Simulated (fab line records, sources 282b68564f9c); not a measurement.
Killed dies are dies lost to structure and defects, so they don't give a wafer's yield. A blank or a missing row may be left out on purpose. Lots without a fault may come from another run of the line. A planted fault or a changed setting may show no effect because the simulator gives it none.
Which tool did it? | flow rit_cmos | 15 lots, 45 wafers sampled, at 5 steps of a route of 202

WHAT THE GAUGES READ, wafer by wafer
RIT_ACTIVE_THK_MEAS_02. Usual: ACTIVE_OXIDE_THK 46.6 nm, standard deviation 0.99.
lot  | measured    | on            | ACTIVE_OXIDE_THK (nm) | flag
L502 | day 2 04:29 | film_metro-01 | 45.2 46.0 46.1        |
L503 | day 2 09:04 | film_metro-04 | 46.7 47.0 45.6        |
L504 | day 2 14:13 | film_metro-01 | 47.6 47.8 47.3        |
L505 | day 2 18:59 | film_metro-04 | 45.8 45.5 45.8        |
L506 | day 2 23:28 | film_metro-04 | 46.0 45.6 45.6        |
L507 | day 3 04:20 | film_metro-04 | 47.0 47.0 46.8        |
L508 | day 3 09:38 | film_metro-04 | 46.9 47.4 47.2        |
L510 | day 3 19:05 | film_metro-01 | 46.7 47.4 47.4        |
L511 | day 4 00:04 | film_metro-03 | 47.0 46.7 46.8        |
L513 | day 4 10:03 | film_metro-03 | 45.1 45.5 45.8        |
L518 | day 5 11:56 | film_metro-03 | 45.3 44.6 44.8        |
L519 | day 5 16:03 | film_metro-03 | 37.1 36.9 36.9        | OFF
L520 | day 5 21:04 | film_metro-03 | 37.7 37.5 37.3        | OFF
L521 | day 6 02:05 | film_metro-01 | 37.7 37.8 37.9        | OFF
L522 | day 6 07:41 | film_metro-01 | 46.9 46.5 46.8        |

RIT_ACTIVE_THK_MEAS_04. Usual: ACTIVE_NITRIDE_THK 149.8 nm, standard deviation 1.1.
lot  | measured    | on            | ACTIVE_NITRIDE_THK (nm) | flag
L502 | day 2 05:58 | film_metro-03 | 151.5 150.7 149.9       |
L503 | day 2 11:02 | film_metro-03 | 150.2 150.2 149.7       |
L504 | day 2 15:41 | film_metro-04 | 149.0 149.0 149.8       |
L505 | day 2 20:28 | film_metro-01 | 150.3 150.4 150.7       |
L506 | day 3 00:57 | film_metro-03 | 149.0 148.5 148.9       |
L507 | day 3 05:49 | film_metro-04 | 149.2 149.6 149.8       |
L508 | day 3 11:07 | film_metro-03 | 149.2 150.1 148.7       |
L510 | day 3 20:33 | film_metro-04 | 150.9 151.2 150.4       |
L511 | day 4 01:32 | film_metro-03 | 150.0 150.7 149.6       |
L513 | day 4 11:32 | film_metro-04 | 150.7 149.6 150.5       |
L518 | day 5 13:25 | film_metro-01 | 149.0 149.2 149.3       |
L519 | day 5 17:32 | film_metro-03 | 150.5 149.4 150.2       |
L520 | day 5 22:33 | film_metro-04 | 150.1 149.9 149.7       |
L521 | day 6 03:34 | film_metro-04 | 148.8 150.3 150.5       |
L522 | day 6 09:10 | film_metro-04 | 150.6 151.2 150.7       |

RIT_FOX2_THK_MEAS_91. Usual: FIELD_OXIDE_LEFT_2_THK 255 nm, standard deviation 7.3.
lot  | measured    | on            | FIELD_OXIDE_LEFT_2_THK (nm) | flag
L502 | day 3 00:10 | film_metro-02 | 269 264 262                 |
L503 | day 3 06:26 | film_metro-02 | 261 264 265                 |
L504 | day 3 11:27 | film_metro-01 | 261 258 260                 |
L505 | day 3 16:42 | film_metro-03 | 251 245 243                 |
L506 | day 3 19:29 | film_metro-03 | 256 256 263                 |
L507 | day 4 01:44 | film_metro-01 | 244 242 242                 |
L508 | day 4 06:49 | film_metro-02 | 253 251 248                 |
L510 | day 4 16:02 | film_metro-01 | 249 254 257                 |
L511 | day 4 21:16 | film_metro-01 | 254 263 261                 |
L513 | day 5 08:47 | film_metro-02 | 255 252 250                 |
L518 | day 6 08:44 | film_metro-03 | 264 264 265                 |
L519 | day 6 13:35 | film_metro-01 | 258 259 259                 |
L520 | day 6 16:51 | film_metro-01 | 260 258 257                 |
L521 | day 6 23:15 | film_metro-02 | 264 263 266                 |
L522 | day 7 04:13 | film_metro-02 | 249 252 252                 |

WHICH TOOL RAN EACH LOT (tool, then ch and the chambers of the sampled wafers, then the start)
lot  | RIT_ACTIVE_OXIDATION_01      | RIT_ACTIVE_STRIP_14
L502 | furnace-03 ch 0, day 2 02:34 | plasma_asher-02 ch 0, day 2 07:25
L503 | furnace-03 ch 0, day 2 07:08 | plasma_asher-01 ch 0,1, day 2 12:28
L504 | furnace-01 ch 0, day 2 12:17 | plasma_asher-01 ch 0,1, day 2 17:01
L505 | furnace-01 ch 0, day 2 17:01 | plasma_asher-02 ch 0,1, day 2 21:56
L506 | furnace-01 ch 0, day 2 21:31 | plasma_asher-02 ch 0,1, day 3 02:17
L507 | furnace-04 ch 0, day 3 02:23 | plasma_asher-01 ch 0,1, day 3 07:07
L508 | furnace-01 ch 0, day 3 07:42 | plasma_asher-01 ch 0,1, day 3 12:32
L510 | furnace-03 ch 0, day 3 17:07 | plasma_asher-01 ch 0,1, day 3 22:02
L511 | furnace-01 ch 0, day 3 22:07 | plasma_asher-01 ch 0,1, day 4 02:50
L513 | furnace-01 ch 0, day 4 08:07 | plasma_asher-01 ch 0,1, day 4 12:58
L518 | furnace-01 ch 0, day 5 10:00 | plasma_asher-01 ch 0,1, day 5 14:58
L519 | furnace-03 ch 0, day 5 14:07 | plasma_asher-02 ch 0,1, day 5 18:50
L520 | furnace-03 ch 0, day 5 19:07 | plasma_asher-03 ch 0,1, day 6 00:02
L521 | furnace-03 ch 0, day 6 00:07 | plasma_asher-02 ch 0,1, day 6 04:54
L522 | furnace-04 ch 0, day 6 05:46 | plasma_asher-03 ch 0,1, day 6 10:37
- RIT_ACTIVE_OXIDATION_01: target thk 46.8 nm, ox time 3360 s.
- RIT_ACTIVE_STRIP_14: strips in O2, time 180 s.

WHAT THE TOOLS THEMSELVES READ (means of the sampled wafers that have a number; where no wafer has one, the mark that the record gives instead)
RIT_ACTIVE_OXIDATION_01. Usual: spike_tc_centre_C 1001.7 C, standard deviation 1.4; spike_tc_load_C 1027 C, standard deviation 4.2; spike_tc_source_C 1026.9 C, standard deviation 1.9; tube_center_temp_C 1000 C, standard deviation 0.088; tube_center_temp_C_max 1002.6, standard deviation 0.4; zone_power_source_pct 36.5 %, standard deviation 0.48.
lot  | tool       | spike_tc_centre_C (C) | spike_tc_load_C (C) | spike_tc_source_C (C) | tube_center_temp_C (C) | tube_center_temp_C_max | zone_power_source_pct (%) | flag
L502 | furnace-03 | 1003.0                | 1026                | 1028.1                | 1000                   | 1002.3                 | 36.3                      |
L503 | furnace-03 | 1003.0                | 1025                | 1029.0                | 1000                   | 1002.3                 | 36.4                      |
L504 | furnace-01 | 1000.1                | 1031                | 1024.0                | 1000                   | 1002.7                 | 36.3                      |
L505 | furnace-01 | 1000.4                | 1030                | 1025.4                | 1000                   | 1002.9                 | 36.4                      |
L506 | furnace-01 | 1000.9                | 1031                | 1024.7                | 1000                   | 1003.0                 | 36.1                      |
L507 | furnace-04 | 1000.0                | 1019                | 1026.7                | 1000                   | 1002.6                 | 37.6                      |
L508 | furnace-01 | 1001.4                | 1030                | 1025.1                | 1000                   | 1003.1                 | 36.7                      |
L510 | furnace-03 | 1002.1                | 1026                | 1029.3                | 1000                   | 1002.4                 | 36.3                      |
L511 | furnace-01 | 1001.1                | 1030                | 1024.2                | 1000                   | 1002.3                 | 36.5                      |
L513 | furnace-01 | 1000.6                | 1031                | 1024.8                | 1000                   | 1002.6                 | 36.4                      |
L518 | furnace-01 | 1001.7                | 1030                | 1024.1                | 1000                   | 1002.7                 | 36.0                      |
L519 | furnace-03 | 977.7                 | 1000                | 1003.8                | 975                    | 977.4                  | 34.1                      | OFF
L520 | furnace-03 | 978.1                 | 1001                | 1003.5                | 975                    | 977.5                  | 34.2                      | OFF
L521 | furnace-03 | 977.6                 | 1001                | 1002.9                | 975                    | 977.3                  | 34.0                      | OFF
L522 | furnace-04 | 1001.2                | 1019                | 1027.5                | 1000                   | 1002.6                 | 37.0                      |

RIT_ACTIVE_STRIP_14. Usual: drypump_motor_current_A 5.8 A, standard deviation 0.46.
lot  | tool            | drypump_motor_current_A (A) | flag
L502 | plasma_asher-02 | 6.3                         |
L503 | plasma_asher-01 | 5.9                         |
L504 | plasma_asher-01 | 5.4                         |
L505 | plasma_asher-02 | 6.0                         |
L506 | plasma_asher-02 | 6.1                         |
L507 | plasma_asher-01 | 5.9                         |
L508 | plasma_asher-01 | 5.4                         |
L510 | plasma_asher-01 | 5.4                         |
L511 | plasma_asher-01 | 5.4                         |
L513 | plasma_asher-01 | 5.5                         |
L518 | plasma_asher-01 | 5.9                         |
L519 | plasma_asher-02 | 6.2                         |
L520 | plasma_asher-03 | 5.8                         |
L521 | plasma_asher-02 | 6.2                         |
L522 | plasma_asher-03 | 5.9                         |

THE ANSWER, worked out from the rows above alone
Rule: a lot is off if the mean of its wafers that have a number lies more than 3 standard deviations from the usual mean. A lot without any number at a reading at which 4 lots or more have one is off too. The other lots that the step has rows for count as sound. The gauges are gone through in route order, then the tools' own readings, and for those a lot's mean is taken as printed above. The first step at which some lot is off is used, and at that step the reading that is off furthest; a lot without a number counts as furthest.
Off: L519, L520, L521, at RIT_ACTIVE_THK_MEAS_02 (ACTIVE_OXIDE_THK).
A tool fits if, at a process step before that reading, it ran every lot that is off, and no sound lot after the first of them. The gauges at RIT_ACTIVE_THK_MEAS_02 aren't tried: what is off there is off at RIT_ACTIVE_OXIDATION_01 too, on other tools, and a gauge's error can't cause that. One fits: furnace-03 at RIT_ACTIVE_OXIDATION_01. Its last sound lot is L510 (day 3 17:07), its first lot that is off L519 (day 5 14:07): a fault that began between those two fits.
The tool's own readings at RIT_ACTIVE_OXIDATION_01 bear it out: on the lots that are off they differ by more than 5 times the standard deviation of the sound lots' means. spike_tc_centre_C reads 977.8 C there against 1001.3 C on the sound lots; spike_tc_load_C reads 1001 C there against 1027 C on the sound lots; spike_tc_source_C reads 1003.4 C there against 1026.1 C on the sound lots; tube_center_temp_C reads 975 C there against 1000 C on the sound lots; tube_center_temp_C_max reads 977.4 there against 1002.6 on the sound lots; zone_power_source_pct reads 34.1 % there against 36.5 % on the sound lots.

WHAT THE SIMULATOR HAD PUT IN
Process parameter drift: furnace-03, from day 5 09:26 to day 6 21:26, at RIT_ACTIVE_OXIDATION_01. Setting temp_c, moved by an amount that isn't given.
Lots struck among those shown: L519, L520, L521. The rule above found the same.
